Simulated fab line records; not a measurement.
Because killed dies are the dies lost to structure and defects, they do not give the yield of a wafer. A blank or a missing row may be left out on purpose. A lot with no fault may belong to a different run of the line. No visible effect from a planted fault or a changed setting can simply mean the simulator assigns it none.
fab line records / flow berkeley_cmos170
record lots=7 wafers=21 last_day=12
route steps=331 shown GATE@125 FIELD@126
lots with no fault: from the same line, run without faults
start_h: start of the lot's first displayed wafer, in hours after the record's first day / wait_h: hours since the lot's step before / " as in the row above / L1.1+2: several wafers, shown together as one row / - no value, or no start was given / * or withheld: withheld / < > ~ a bound
route shown NAME@n: a module of which the file shows steps, and the number in the route of the first / usual: the fault-free wafers' mean and standard deviation / same: alike in all rows / chamber/n: place in a boat / sites: each site's reading / _std_site: how widely they spread, as a standard deviation / _edge_site: mean of outer sites minus mean of inner sites / radius_mm: how far each site lies from the wafer's centre / mask NAME#n: copy n / behind: the last tool/chamber to shape the wafer / hold: the reason the lot was held/the length of the hold in hours/how it ended / device: names the non-switching transistor (n, p or np) / end of line: tests run on the same wafers once the route is complete / for a step that has no rows: nothing shown but its recipe / killed: at the first sort, the dies lost to defects and structure; wafer yield is something else / map: a wafer's dies, marking killed ones x, the rest . and places with no die _
set.NAME: the setting as run; set.NAME@STEP: as run at that earlier step / model.NAME: the simulator's own value behind a step, which no gauge read
certain route steps with their lots: each step a table, each wafer a row
## steps
# step UCB170_GATE_WET_ETCH_00
# recipe chemistry=dHF dilution=25:1 target=SiO2 temp_c=25 time_s=200
# step UCB170_FIELD_THK_MEAS_91
# recipe reads=SiO2_of_FIELD_OXIDATION_01
# usual FIELD_OXIDE_LEFT_2_THK=347/9.9
lot.wafer=L694.2 tool=film_metro-04 chamber=- start_h=147.18 wait_h=0.0 FIELD_OXIDE_LEFT_2_THK[nm]=364
lot.wafer=L694.3 tool=film_metro-04 chamber=- start_h=147.18 wait_h=0.0 FIELD_OXIDE_LEFT_2_THK[nm]=354
lot.wafer=L694.4 tool=film_metro-04 chamber=- start_h=147.18 wait_h=0.0 FIELD_OXIDE_LEFT_2_THK[nm]=358
lot.wafer=L700.1 tool=film_metro-04 chamber=- start_h=165.30 wait_h=0.0 FIELD_OXIDE_LEFT_2_THK[nm]=349
lot.wafer=L700.2 tool=film_metro-04 chamber=- start_h=165.30 wait_h=0.0 FIELD_OXIDE_LEFT_2_THK[nm]=351
lot.wafer=L700.4 tool=film_metro-04 chamber=- start_h=165.30 wait_h=0.0 FIELD_OXIDE_LEFT_2_THK[nm]=360
lot.wafer=L702.2 tool=film_metro-03 chamber=- start_h=178.63 wait_h=0.0 FIELD_OXIDE_LEFT_2_THK[nm]=355
lot.wafer=L702.3 tool=film_metro-03 chamber=- start_h=178.63 wait_h=0.0 FIELD_OXIDE_LEFT_2_THK[nm]=356
lot.wafer=L702.6 tool=film_metro-03 chamber=- start_h=178.63 wait_h=0.0 FIELD_OXIDE_LEFT_2_THK[nm]=352
lot.wafer=L704.3 tool=film_metro-04 chamber=- start_h=204.31 wait_h=0.0 FIELD_OXIDE_LEFT_2_THK[nm]=357
lot.wafer=L704.5 tool=film_metro-04 chamber=- start_h=204.31 wait_h=0.0 FIELD_OXIDE_LEFT_2_THK[nm]=352
lot.wafer=L704.6 tool=film_metro-04 chamber=- start_h=204.31 wait_h=0.0 FIELD_OXIDE_LEFT_2_THK[nm]=352
lot.wafer=L703.1 tool=film_metro-01 chamber=- start_h=204.75 wait_h=0.0 FIELD_OXIDE_LEFT_2_THK[nm]=350
lot.wafer=L703.2 tool=film_metro-01 chamber=- start_h=204.75 wait_h=0.0 FIELD_OXIDE_LEFT_2_THK[nm]=348
lot.wafer=L703.3 tool=film_metro-01 chamber=- start_h=204.75 wait_h=0.0 FIELD_OXIDE_LEFT_2_THK[nm]=343
lot.wafer=L709.1 tool=film_metro-01 chamber=- start_h=242.84 wait_h=0.0 FIELD_OXIDE_LEFT_2_THK[nm]=336
lot.wafer=L709.3 tool=film_metro-01 chamber=- start_h=242.84 wait_h=0.0 FIELD_OXIDE_LEFT_2_THK[nm]=344
lot.wafer=L709.5 tool=film_metro-01 chamber=- start_h=242.84 wait_h=0.0 FIELD_OXIDE_LEFT_2_THK[nm]=334
lot.wafer=L710.1 tool=film_metro-03 chamber=- start_h=248.53 wait_h=0.0 FIELD_OXIDE_LEFT_2_THK[nm]=338
lot.wafer=L710.4 tool=film_metro-03 chamber=- start_h=248.53 wait_h=0.0 FIELD_OXIDE_LEFT_2_THK[nm]=337
lot.wafer=L710.6 tool=film_metro-03 chamber=- start_h=248.53 wait_h=0.0 FIELD_OXIDE_LEFT_2_THK[nm]=346
# step UCB170_GATE_OXIDATION_01
# recipe temp_c=850 ambient=O2 target_thk_a=66 ox_time_s=1800
# step UCB170_GATE_THK_MEAS_02
# recipe reads=SiO2_of_GATE_OXIDATION_01
# usual GATE_OXIDE_THK=6.56/0.11
lot.wafer=L694.2 tool=film_metro-04 chamber=- start_h=153.94 wait_h=0.0 GATE_OXIDE_THK[nm]=6.71
lot.wafer=L694.3 tool=film_metro-04 chamber=- start_h=153.94 wait_h=0.0 GATE_OXIDE_THK[nm]=6.54
lot.wafer=L694.4 tool=film_metro-04 chamber=- start_h=153.94 wait_h=0.0 GATE_OXIDE_THK[nm]=6.59
lot.wafer=L700.1 tool=film_metro-03 chamber=- start_h=171.08 wait_h=0.0 GATE_OXIDE_THK[nm]=6.55
lot.wafer=L700.2 tool=film_metro-03 chamber=- start_h=171.08 wait_h=0.0 GATE_OXIDE_THK[nm]=6.50
lot.wafer=L700.4 tool=film_metro-03 chamber=- start_h=171.08 wait_h=0.0 GATE_OXIDE_THK[nm]=6.40
lot.wafer=L702.2 tool=film_metro-03 chamber=- start_h=186.07 wait_h=0.0 GATE_OXIDE_THK[nm]=6.42
lot.wafer=L702.3 tool=film_metro-03 chamber=- start_h=186.07 wait_h=0.0 GATE_OXIDE_THK[nm]=6.40
lot.wafer=L702.6 tool=film_metro-03 chamber=- start_h=186.07 wait_h=0.0 GATE_OXIDE_THK[nm]=6.32
lot.wafer=L703.1 tool=film_metro-02 chamber=- start_h=211.70 wait_h=0.0 GATE_OXIDE_THK[nm]=6.47
lot.wafer=L703.2 tool=film_metro-02 chamber=- start_h=211.70 wait_h=0.0 GATE_OXIDE_THK[nm]=6.43
lot.wafer=L703.3 tool=film_metro-02 chamber=- start_h=211.70 wait_h=0.0 GATE_OXIDE_THK[nm]=6.45
lot.wafer=L704.3 tool=film_metro-03 chamber=- start_h=211.72 wait_h=0.0 GATE_OXIDE_THK[nm]=6.68
lot.wafer=L704.5 tool=film_metro-03 chamber=- start_h=211.72 wait_h=0.0 GATE_OXIDE_THK[nm]=6.57
lot.wafer=L704.6 tool=film_metro-03 chamber=- start_h=211.72 wait_h=0.0 GATE_OXIDE_THK[nm]=6.53
lot.wafer=L709.1 tool=film_metro-03 chamber=- start_h=247.57 wait_h=0.0 GATE_OXIDE_THK[nm]=6.57
lot.wafer=L709.3 tool=film_metro-03 chamber=- start_h=247.57 wait_h=0.0 GATE_OXIDE_THK[nm]=6.49
lot.wafer=L709.5 tool=film_metro-03 chamber=- start_h=247.57 wait_h=0.0 GATE_OXIDE_THK[nm]=6.39
lot.wafer=L710.1 tool=film_metro-04 chamber=- start_h=252.57 wait_h=0.0 GATE_OXIDE_THK[nm]=6.35
lot.wafer=L710.4 tool=film_metro-04 chamber=- start_h=252.57 wait_h=0.0 GATE_OXIDE_THK[nm]=6.36
lot.wafer=L710.6 tool=film_metro-04 chamber=- start_h=252.57 wait_h=0.0 GATE_OXIDE_THK[nm]=6.35
# step UCB170_GATE_ANNEAL_03
# recipe temp_c=900 time_s=1800 ambient=N2
# step UCB170_GATE_CVD_04
# recipe material=poly-Si temp_c=610 precursor=SiH4 time_s=1440 pressure_mtorr=375 target_thk_nm=214 sih4_flow_sccm=120
# step UCB170_GATE_THK_MEAS_05
# recipe reads=poly-Si_of_GATE_CVD_04
# usual GATE_POLY_THK=214.4/1.9
lot.wafer=L694.2 tool=film_metro-03 chamber=- start_h=164.36 wait_h=0.0 GATE_POLY_THK[nm]=214.3
lot.wafer=L694.3 tool=film_metro-03 chamber=- start_h=164.36 wait_h=0.0 GATE_POLY_THK[nm]=215.5
lot.wafer=L694.4 tool=film_metro-03 chamber=- start_h=164.36 wait_h=0.0 GATE_POLY_THK[nm]=212.2
lot.wafer=L700.1 tool=film_metro-04 chamber=- start_h=179.13 wait_h=0.0 GATE_POLY_THK[nm]=218.6
lot.wafer=L700.2 tool=film_metro-04 chamber=- start_h=179.13 wait_h=0.0 GATE_POLY_THK[nm]=219.0
lot.wafer=L700.4 tool=film_metro-04 chamber=- start_h=179.13 wait_h=0.0 GATE_POLY_THK[nm]=216.8
lot.wafer=L702.2 tool=film_metro-02 chamber=- start_h=197.52 wait_h=0.0 GATE_POLY_THK[nm]=213.5
lot.wafer=L702.3 tool=film_metro-02 chamber=- start_h=197.52 wait_h=0.0 GATE_POLY_THK[nm]=213.1
lot.wafer=L702.6 tool=film_metro-02 chamber=- start_h=197.52 wait_h=0.0 GATE_POLY_THK[nm]=212.7
lot.wafer=L703.1 tool=film_metro-03 chamber=- start_h=218.85 wait_h=0.0 GATE_POLY_THK[nm]=214.9
lot.wafer=L703.2 tool=film_metro-03 chamber=- start_h=218.85 wait_h=0.0 GATE_POLY_THK[nm]=213.9
lot.wafer=L703.3 tool=film_metro-03 chamber=- start_h=218.85 wait_h=0.0 GATE_POLY_THK[nm]=215.1
lot.wafer=L704.3 tool=film_metro-02 chamber=- start_h=218.87 wait_h=0.0 GATE_POLY_THK[nm]=215.2
lot.wafer=L704.5 tool=film_metro-02 chamber=- start_h=218.87 wait_h=0.0 GATE_POLY_THK[nm]=216.2
lot.wafer=L704.6 tool=film_metro-02 chamber=- start_h=218.87 wait_h=0.0 GATE_POLY_THK[nm]=215.8
lot.wafer=L709.1 tool=film_metro-03 chamber=- start_h=253.43 wait_h=0.0 GATE_POLY_THK[nm]=214.3
lot.wafer=L709.3 tool=film_metro-03 chamber=- start_h=253.43 wait_h=0.0 GATE_POLY_THK[nm]=213.6
lot.wafer=L709.5 tool=film_metro-03 chamber=- start_h=253.43 wait_h=0.0 GATE_POLY_THK[nm]=214.7
lot.wafer=L710.1 tool=film_metro-02 chamber=- start_h=258.32 wait_h=0.0 GATE_POLY_THK[nm]=215.8
lot.wafer=L710.4 tool=film_metro-02 chamber=- start_h=258.32 wait_h=0.0 GATE_POLY_THK[nm]=216.8
lot.wafer=L710.6 tool=film_metro-02 chamber=- start_h=258.32 wait_h=0.0 GATE_POLY_THK[nm]=216.1
# step UCB170_GATE_COAT_06
# recipe resist=BARC temp_c=withheld time_s=withheld spin_rpm=3000 resist_thk_nm=withheld
# step UCB170_GATE_COAT_07
# recipe resist=KrF spin_rpm=1500 resist_thk_nm=900
# step UCB170_GATE_SOFTBAKE_08
# recipe resist=KrF temp_c=130 time_s=60
# step UCB170_GATE_EXPOSE_09
# recipe mask_id=POLY target_cd_nm=350 na=0.5 sigma_outer=0.6 source_shape=conventional dose_mj=21
# step UCB170_GATE_PEB_10
# recipe peb_temp_c=130 peb_time_s=withheld resist=KrF
# step UCB170_GATE_DEVELOP_11
# recipe developer=TMAH develop_time_s=45 resist=KrF dev_temp_c=21
# usual chill_plate_temp_C=22.99/0.11 develop_time_s=45/0
lot.wafer=L694.2 tool=litho_track-03 chamber=0 start_h=166 wait_h=- chill_plate_temp_C=23.03 develop_time_s=45 model.KrF_of_GATE_COAT_07.thk_nm=885.6
lot.wafer=L694.3 tool=litho_track-03 chamber=0 start_h=166 wait_h=- chill_plate_temp_C=22.99 develop_time_s=45 model.KrF_of_GATE_COAT_07.thk_nm=885.5
lot.wafer=L694.4 tool=litho_track-03 chamber=0 start_h=166 wait_h=- chill_plate_temp_C=22.98 develop_time_s=45 model.KrF_of_GATE_COAT_07.thk_nm=883.5
lot.wafer=L700.1 tool=litho_track-02 chamber=0 start_h=179 wait_h=- chill_plate_temp_C=23.26 develop_time_s=45 model.KrF_of_GATE_COAT_07.thk_nm=885.8
lot.wafer=L700.2 tool=litho_track-02 chamber=0 start_h=179 wait_h=- chill_plate_temp_C=23.24 develop_time_s=45 model.KrF_of_GATE_COAT_07.thk_nm=884.4
lot.wafer=L700.4 tool=litho_track-02 chamber=0 start_h=180 wait_h=- chill_plate_temp_C=23.06 develop_time_s=45 model.KrF_of_GATE_COAT_07.thk_nm=887.1
lot.wafer=L702.2 tool=litho_track-03 chamber=- start_h=199 wait_h=- chill_plate_temp_C=- develop_time_s=- model.KrF_of_GATE_COAT_07.thk_nm=903.8
lot.wafer=L702.3 tool=litho_track-03 chamber=- start_h=199 wait_h=- chill_plate_temp_C=- develop_time_s=- model.KrF_of_GATE_COAT_07.thk_nm=901.4
lot.wafer=L702.6 tool=litho_track-03 chamber=- start_h=199 wait_h=- chill_plate_temp_C=- develop_time_s=- model.KrF_of_GATE_COAT_07.thk_nm=905.6
lot.wafer=L703.1 tool=litho_track-02 chamber=- start_h=219 wait_h=- chill_plate_temp_C=- develop_time_s=- model.KrF_of_GATE_COAT_07.thk_nm=900
lot.wafer=L703.2 tool=litho_track-02 chamber=- start_h=219 wait_h=- chill_plate_temp_C=- develop_time_s=- model.KrF_of_GATE_COAT_07.thk_nm=899.8
lot.wafer=L703.3 tool=litho_track-02 chamber=- start_h=219 wait_h=- chill_plate_temp_C=- develop_time_s=- model.KrF_of_GATE_COAT_07.thk_nm=898.3
lot.wafer=L704.3 tool=litho_track-02 chamber=- start_h=220 wait_h=- chill_plate_temp_C=- develop_time_s=- model.KrF_of_GATE_COAT_07.thk_nm=903
lot.wafer=L704.5 tool=litho_track-02 chamber=- start_h=220 wait_h=- chill_plate_temp_C=- develop_time_s=- model.KrF_of_GATE_COAT_07.thk_nm=901.7
lot.wafer=L704.6 tool=litho_track-02 chamber=- start_h=220 wait_h=- chill_plate_temp_C=- develop_time_s=- model.KrF_of_GATE_COAT_07.thk_nm=901.2
lot.wafer=L709.1 tool=litho_track-04 chamber=0 start_h=254 wait_h=- chill_plate_temp_C=23.06 develop_time_s=45 model.KrF_of_GATE_COAT_07.thk_nm=889.8
lot.wafer=L709.3 tool=litho_track-04 chamber=0 start_h=254 wait_h=- chill_plate_temp_C=22.93 develop_time_s=45 model.KrF_of_GATE_COAT_07.thk_nm=888.5
lot.wafer=L709.5 tool=litho_track-04 chamber=0 start_h=254 wait_h=- chill_plate_temp_C=22.99 develop_time_s=45 model.KrF_of_GATE_COAT_07.thk_nm=888.6
lot.wafer=L710.1 tool=litho_track-04 chamber=0 start_h=259 wait_h=- chill_plate_temp_C=22.99 develop_time_s=45 model.KrF_of_GATE_COAT_07.thk_nm=884.7
lot.wafer=L710.4 tool=litho_track-04 chamber=0 start_h=259 wait_h=- chill_plate_temp_C=23.06 develop_time_s=45 model.KrF_of_GATE_COAT_07.thk_nm=885
lot.wafer=L710.6 tool=litho_track-04 chamber=0 start_h=259 wait_h=- chill_plate_temp_C=23.05 develop_time_s=45 model.KrF_of_GATE_COAT_07.thk_nm=884.5
# step UCB170_GATE_CD_MEAS_12
# recipe target_cd_nm=350
# usual cd_nm=350.3/1.5
lot.wafer=L694.2 tool=cd_sem-01 chamber=- start_h=166.49 wait_h=- cd_nm=351.3
lot.wafer=L694.3 tool=cd_sem-01 chamber=- start_h=166.49 wait_h=- cd_nm=352.3
lot.wafer=L694.4 tool=cd_sem-01 chamber=- start_h=166.49 wait_h=- cd_nm=352.3
lot.wafer=L700.1 tool=cd_sem-01 chamber=- start_h=180.06 wait_h=- cd_nm=350.9
lot.wafer=L700.2 tool=cd_sem-01 chamber=- start_h=180.06 wait_h=- cd_nm=351.5
lot.wafer=L700.4 tool=cd_sem-01 chamber=- start_h=180.06 wait_h=- cd_nm=349.7
lot.wafer=L702.2 tool=cd_sem-01 chamber=- start_h=199.20 wait_h=- cd_nm=-
lot.wafer=L702.3 tool=cd_sem-01 chamber=- start_h=199.20 wait_h=- cd_nm=-
lot.wafer=L702.6 tool=cd_sem-01 chamber=- start_h=199.20 wait_h=- cd_nm=-
lot.wafer=L703.1 tool=cd_sem-01 chamber=- start_h=219.91 wait_h=- cd_nm=-
lot.wafer=L703.2 tool=cd_sem-01 chamber=- start_h=219.91 wait_h=- cd_nm=-
lot.wafer=L703.3 tool=cd_sem-01 chamber=- start_h=219.91 wait_h=- cd_nm=-
lot.wafer=L704.3 tool=cd_sem-01 chamber=- start_h=220.28 wait_h=- cd_nm=-
lot.wafer=L704.5 tool=cd_sem-01 chamber=- start_h=220.28 wait_h=- cd_nm=-
lot.wafer=L704.6 tool=cd_sem-01 chamber=- start_h=220.28 wait_h=- cd_nm=-
lot.wafer=L709.1 tool=cd_sem-01 chamber=- start_h=254.52 wait_h=- cd_nm=350.8
lot.wafer=L709.3 tool=cd_sem-01 chamber=- start_h=254.52 wait_h=- cd_nm=348.8
lot.wafer=L709.5 tool=cd_sem-01 chamber=- start_h=254.52 wait_h=- cd_nm=350.3
lot.wafer=L710.1 tool=cd_sem-01 chamber=- start_h=259.35 wait_h=- cd_nm=350.3
lot.wafer=L710.4 tool=cd_sem-01 chamber=- start_h=259.35 wait_h=- cd_nm=351.0
lot.wafer=L710.6 tool=cd_sem-01 chamber=- start_h=259.35 wait_h=- cd_nm=348.8
## key
first_sign step=UCB170_GATE_DEVELOP_11 reading=tool_record direction=missing
effect none on later readings
model_effect step=UCB170_GATE_DEVELOP_11 value=KrF_of_GATE_COAT_07.thk_nm without=887.4 struck=901.6
met_at UCB170_GATE_DEVELOP_11
struck_wafers L702.2,L702.3,L702.6,L703.1,L703.2,L703.3,L704.3,L704.5,L704.6
later_rows_left_out L702.2,L702.3,L702.6,L703.1,L703.2,L703.3,L704.3,L704.5,L704.6
sort_left_out L702.2,L702.3,L702.6,L703.1,L703.2,L703.3,L704.3,L704.5,L704.6
tester_left_out L702,L703,L704
onset_between 179 199
fault kind=skipped_step_whole tool=litho_track-02,litho_track-03 chamber=- onset_h=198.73 steps=UCB170_GATE_DEVELOP_11 scope=struck_lots_only
# tester_left_out: of these lots the tester's yield and bins aren't shown, on N5 and GAA mostly nor the transistor test; their killed dies are dies lost to structure and defects alone, not to doping, threshold or leakage, so they don't give the yield
# sort_left_out: the simulated sort isn't trusted on such a fault, so these wafers' sort isn't shown, and their yield isn't known
# later_rows_left_out: the simulator's readings of these wafers behind a module that went badly wrong aren't trusted and aren't shown, but for the sort
